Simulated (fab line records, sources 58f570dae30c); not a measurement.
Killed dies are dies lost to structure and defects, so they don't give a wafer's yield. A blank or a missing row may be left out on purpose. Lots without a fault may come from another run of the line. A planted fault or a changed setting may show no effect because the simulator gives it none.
Which tool did it? | flow berkeley_cmos170 | 24 lots, 72 wafers sampled, at 6 steps of a route of 331

WHAT THE GAUGES READ, wafer by wafer
UCB170_NWELL_TW_MEAS_16.
lot  | measured    | on            | NWELL_TW
L074 | day 3 01:26 | film_metro-03 | 1217 1215 1209
L075 | day 3 01:41 | film_metro-04 | 1264 1261 1259
L076 | day 3 12:49 | film_metro-03 | 1213 1210 1207
L077 | day 3 12:59 | film_metro-03 | 1215 1213 1215
L080 | day 3 18:34 | film_metro-03 | 1216 1211 1216
L078 | day 3 18:38 | film_metro-04 | 1257 1254 1255
L079 | day 3 18:54 | film_metro-03 | 1220 1211 1214
L081 | day 4 01:37 | film_metro-04 | 1251 1252 1246
L082 | day 4 05:59 | film_metro-04 | 1244 1249 1252
L083 | day 4 05:59 | film_metro-01 | 1251 1252 1248
L084 | day 4 15:38 | film_metro-04 | 1251 1257 1249
L085 | day 4 15:55 | film_metro-03 | 1224 1222 1221
L086 | day 5 01:02 | film_metro-01 | 1240 1241 1234
L087 | day 5 06:47 | film_metro-03 | 1224 1235 1237
L088 | day 5 13:38 | film_metro-04 | 1253 1249 1251
L089 | day 5 13:58 | film_metro-01 | 1246 1242 1246
L090 | day 5 22:01 | film_metro-01 | 1244 1239 1239
L091 | day 6 06:29 | film_metro-03 | 1220 1226 1215
L092 | day 6 06:32 | film_metro-04 | 1245 1243 1248
L093 | day 6 15:56 | film_metro-03 | 1219 1222 1219
L095 | day 6 20:28 | film_metro-01 | 1250 1250 1250
L094 | day 6 20:43 | film_metro-01 | 1246 1247 1250
L097 | day 7 03:28 | film_metro-04 | 1261 1262 1264
L096 | day 7 03:32 | film_metro-01 | 1249 1248 1246

UCB170_FIELD_THK_MEAS_02.
lot  | measured    | on            | FIELD_OXIDE_THK (nm)
L074 | day 5 17:23 | film_metro-02 | 534 537 536
L075 | day 5 17:24 | film_metro-04 | 548 553 544
L076 | day 6 06:04 | film_metro-04 | 553 552 554
L077 | day 6 06:04 | film_metro-02 | 530 535 532
L080 | day 6 06:04 | film_metro-01 | 549 531 545
L078 | day 6 06:09 | film_metro-02 | 565 573 563
L079 | day 6 06:08 | film_metro-04 | 555 550 547
L081 | day 6 20:02 | film_metro-04 | 537 547 547
L082 | day 6 20:07 | film_metro-01 | 566 551 553
L083 | day 6 20:04 | film_metro-01 | 537 546 551
L084 | day 7 08:19 | film_metro-02 | 565 560 566
L085 | day 7 08:19 | film_metro-01 | 564 567 560
L086 | day 7 17:11 | film_metro-01 | 536 544 537
L087 | day 7 17:12 | film_metro-02 | 558 555 560
L088 | day 8 11:12 | film_metro-01 | 562 557 555
L089 | day 8 11:11 | film_metro-02 | 570 562 561
L090 | day 8 11:15 | film_metro-02 | 525 531 528
L091 | day 8 20:56 | film_metro-04 | 551 553 544
L092 | day 8 20:56 | film_metro-02 | 549 562 560
L093 | day 9 12:38 | film_metro-02 | 580 574 582
L095 | day 9 10:52 | film_metro-02 | 550 535 550
L094 | day 9 12:38 | film_metro-01 | 564 567 562
L097 | day 9 20:10 | film_metro-02 | 534 544 556
L096 | day 9 20:08 | film_metro-01 | 540 537 545

UCB170_SCREENOX_THK_MEAS_02.
lot  | measured     | on            | SCREENOX_OXIDE_THK (nm)
L074 | day 6 15:43  | film_metro-03 | 14.5 14.6 14.6
L075 | day 6 15:40  | film_metro-03 | 14.0 14.1 14.1
L076 | day 7 02:43  | film_metro-01 | 14.3 14.2 14.4
L077 | day 7 02:46  | film_metro-02 | 14.8 14.7 14.6
L080 | day 7 02:43  | film_metro-02 | 14.0 14.2 14.4
L078 | day 7 02:46  | film_metro-03 | 14.4 14.3 14.2
L079 | day 7 02:46  | film_metro-01 | 14.6 14.8 14.7
L081 | day 7 15:59  | film_metro-03 | 13.9 13.8 14.0
L082 | day 7 16:00  | film_metro-02 | 14.1 14.1 14.1
L083 | day 7 16:01  | film_metro-01 | 13.9 13.7 13.9
L084 | day 8 04:10  | film_metro-01 | 13.5 13.7 13.7
L085 | day 8 04:10  | film_metro-02 | 14.1 14.0 14.1
L086 | day 8 12:24  | film_metro-03 | 14.0 13.9 14.0
L087 | day 8 12:25  | film_metro-02 | 13.6 13.8 13.7
L088 | day 9 07:03  | film_metro-02 | 14.6 14.8 14.5
L089 | day 9 07:02  | film_metro-01 | 14.4 14.6 14.8
L090 | day 9 07:02  | film_metro-03 | 14.3 14.3 14.1
L091 | day 9 13:08  | film_metro-01 | 14.4 14.5 14.3
L092 | day 9 13:08  | film_metro-02 | 14.5 14.3 14.5
L093 | day 10 07:34 | film_metro-02 | 14.9 14.9 15.0
L095 | day 10 07:36 | film_metro-01 | 14.8 14.8 14.7
L094 | day 10 07:34 | film_metro-03 | 14.5 14.4 14.5
L097 | day 10 15:52 | film_metro-03 | 14.5 14.4 14.2
L096 | day 10 15:51 | film_metro-02 | 14.5 14.2 14.4

UCB170_NLDD_OVL_MEAS_07.
lot  | measured     | on         | NLDD_OVL (nm)
L074 | day 7 15:55  | overlay-02 | -9 -11 -10
L075 | day 7 17:55  | overlay-02 | -11 -8 -11
L076 | day 8 08:34  | overlay-01 | -2 -5 -8
L077 | day 8 09:03  | overlay-01 | -7 -13 1
L080 | day 8 09:11  | overlay-02 | -2 -5 -1
L078 | day 8 07:50  | overlay-01 | 0 0 -5
L079 | day 8 08:49  | overlay-02 | -18 -11 -12
L081 | day 9 01:50  | overlay-02 | -6 -5 -1
L082 | day 9 03:17  | overlay-01 | -8 -9 -3
L083 | day 9 02:56  | overlay-02 | 2 -7 -7
L084 | day 9 11:49  | overlay-01 | -6 -5 -6
L085 | day 9 11:35  | overlay-02 | -5 -3 -11
L086 | day 9 17:46  | overlay-01 | -3 1 1
L087 | day 9 17:53  | overlay-01 | -4 -8 -3
L088 | day 10 14:52 | overlay-02 | -3 -6 -4
L089 | day 10 13:35 | overlay-02 | -6 -1 1
L090 | day 10 15:08 | overlay-02 | -1 1 8
L091 | day 10 15:01 | overlay-01 | -4 -9 -7
L092 | day 10 15:17 | overlay-01 | -5 -5 -1
L093 | day 11 13:51 | overlay-02 | -13 -6 -4
L095 | day 11 14:08 | overlay-02 | -6 -14 -4
L094 | day 11 14:27 | overlay-02 | -13 -11 -7
L097 | day 11 22:44 | overlay-02 | 4 -4 -1
L096 | day 11 22:31 | overlay-01 | -4 -5 -3

UCB170_V2_CD_MEAS_90: target cd 700 nm.
lot  | measured     | on        | cd_nm (nm)
L074 | day 9 14:41  | cd_sem-02 | 699.7 699.0 699.0
L075 | day 9 09:50  | cd_sem-02 | 698.9 701.4 698.0
L076 | day 10 02:04 | cd_sem-01 | 699.8 699.1 700.9
L077 | day 10 05:42 | cd_sem-02 | 699.2 699.7 701.0
L080 | day 10 06:04 | cd_sem-02 | 698.4 698.5 697.5
L078 | day 10 01:22 | cd_sem-02 | 699.2 699.6 699.5
L079 | day 10 02:20 | cd_sem-01 | 697.4 697.1 696.5
L081 | day 10 16:36 | cd_sem-01 | 698.9 700.2 699.2
L082 | day 10 20:02 | cd_sem-02 | 702.1 701.0 701.1
L083 | day 10 21:40 | cd_sem-02 | 700.2 701.0 701.9
L084 | day 10 20:22 | cd_sem-01 | 698.5 699.3 700.4
L085 | day 10 20:52 | cd_sem-01 | 703.1 701.5 702.3
L086 | day 11 03:50 | cd_sem-01 | 700.6 699.0 700.7
L087 | day 11 05:40 | cd_sem-01 | 701.6 701.2 700.8
L088 | day 11 20:31 | cd_sem-02 | 701.9 702.2 702.2
L089 | day 11 18:53 | cd_sem-02 | 699.4 697.7 698.5
L090 | day 11 22:08 | cd_sem-02 | 703.2 698.9 698.3
L091 | day 12 00:07 | cd_sem-02 | 698.7 698.7 699.5
L092 | day 12 00:23 | cd_sem-01 | 697.5 699.7 700.0
L093 | day 12 23:47 | cd_sem-02 | 698.3 698.9 698.1
L095 | day 12 22:28 | cd_sem-01 | 700.0 698.9 699.6
L094 | day 13 00:23 | cd_sem-02 | 698.7 698.8 699.9
L097 | day 13 06:11 | cd_sem-02 | 698.3 698.9 697.5
L096 | day 13 07:20 | cd_sem-02 | 699.5 698.2 697.2

WHICH TOOL RAN EACH LOT (tool, then ch and the chambers of the sampled wafers, then the start)
lot  | UCB170_NWELL_STRIP_15
L074 | plasma_asher-04 ch 0,1, day 3 01:20
L075 | plasma_asher-02 ch 0,1, day 3 01:35
L076 | plasma_asher-03 ch 0,1, day 3 12:43
L077 | plasma_asher-03 ch 0,1, day 3 12:53
L080 | plasma_asher-02 ch 0,1, day 3 18:28
L078 | plasma_asher-03 ch 0,1, day 3 18:34
L079 | plasma_asher-02 ch 0,1, day 3 18:48
L081 | plasma_asher-03 ch 0,1, day 4 01:31
L082 | plasma_asher-02 ch 0, day 4 05:53
L083 | plasma_asher-03 ch 0,1, day 4 05:53
L084 | plasma_asher-02 ch 0,1, day 4 15:33
L085 | plasma_asher-03 ch 0,1, day 4 15:50
L086 | plasma_asher-03 ch 0,1, day 5 00:56
L087 | plasma_asher-03 ch 0,1, day 5 06:41
L088 | plasma_asher-03 ch 1, day 5 13:32
L089 | plasma_asher-03 ch 0,1, day 5 13:52
L090 | plasma_asher-04 ch 0,1, day 5 21:55
L091 | plasma_asher-02 ch 0,1, day 6 06:23
L092 | plasma_asher-03 ch 0,1, day 6 06:27
L093 | plasma_asher-04 ch 0,1, day 6 15:50
L095 | plasma_asher-04 ch 0,1, day 6 20:21
L094 | plasma_asher-02 ch 0,1, day 6 20:37
L097 | plasma_asher-04 ch 0,1, day 7 03:22
L096 | plasma_asher-02 ch 0,1, day 7 03:26
- UCB170_NWELL_STRIP_15: strips in O2.

WHAT THE TOOLS THEMSELVES READ (means of the sampled wafers that have a number; where no wafer has one, the mark that the record gives instead)
UCB170_NWELL_STRIP_15.
lot  | tool            | drypump_motor_current_A (A) | oes_product_au (a.u.) | strip_time_to_endpoint_s (s)
L074 | plasma_asher-04 | 6.3                         | 0.716                 | 18.07
L075 | plasma_asher-02 | 6.0                         | 0.723                 | 17.84
L076 | plasma_asher-03 | 5.7                         | 0.720                 | 17.96
L077 | plasma_asher-03 | 5.9                         | 0.722                 | 17.99
L080 | plasma_asher-02 | 5.8                         | 0.718                 | 17.99
L078 | plasma_asher-03 | 6.0                         | 0.716                 | 17.97
L079 | plasma_asher-02 | 5.9                         | 0.726                 | 18.11
L081 | plasma_asher-03 | 5.9                         | 0.721                 | 18.04
L082 | plasma_asher-02 | 5.6                         | 0.721                 | 18.05
L083 | plasma_asher-03 | 5.7                         | 0.730                 | 18.02
L084 | plasma_asher-02 | 6.0                         | 0.721                 | 18.16
L085 | plasma_asher-03 | 5.9                         | 0.725                 | 18.03
L086 | plasma_asher-03 | 5.9                         | 0.724                 | 17.96
L087 | plasma_asher-03 | 5.7                         | 0.722                 | 18.14
L088 | plasma_asher-03 | 5.4                         | 0.718                 | 18.05
L089 | plasma_asher-03 | 5.7                         | 0.722                 | 17.99
L090 | plasma_asher-04 | 6.3                         | 0.718                 | 18.11
L091 | plasma_asher-02 | 6.0                         | 0.724                 | 18.00
L092 | plasma_asher-03 | 5.9                         | 0.720                 | 18.07
L093 | plasma_asher-04 | 6.3                         | 0.715                 | 18.02
L095 | plasma_asher-04 | 6.3                         | 0.727                 | 18.03
L094 | plasma_asher-02 | 6.0                         | 0.718                 | 17.95
L097 | plasma_asher-04 | 6.3                         | 0.718                 | 18.04
L096 | plasma_asher-02 | 6.0                         | 0.719                 | 18.05

THE ANSWER, worked out from the rows above alone
Rule: what is usual is taken from the lots themselves. Put in order of their means at a reading, lots are off if they are a third of the lots or fewer, leave a main group of 4 or more, and stand apart from it by a gap of 3 or more times the standard deviation of the main group's means; of several such gaps the widest counts. A main group whose means are all the same, to the digits that the tables above print for the reading, isn't used. A lot without any number at a reading at which 4 lots or more have one is off too. The other lots that the step has rows for count as sound. The gauges are gone through in route order, then the tools' own readings, and for those a lot's mean is taken as printed above. The first step at which some lot is off is used, and at that step the reading that is off furthest; a lot without a number counts as furthest.
No lot is off at any reading shown: from this, nothing can be told.

WHAT THE SIMULATOR HAD PUT IN
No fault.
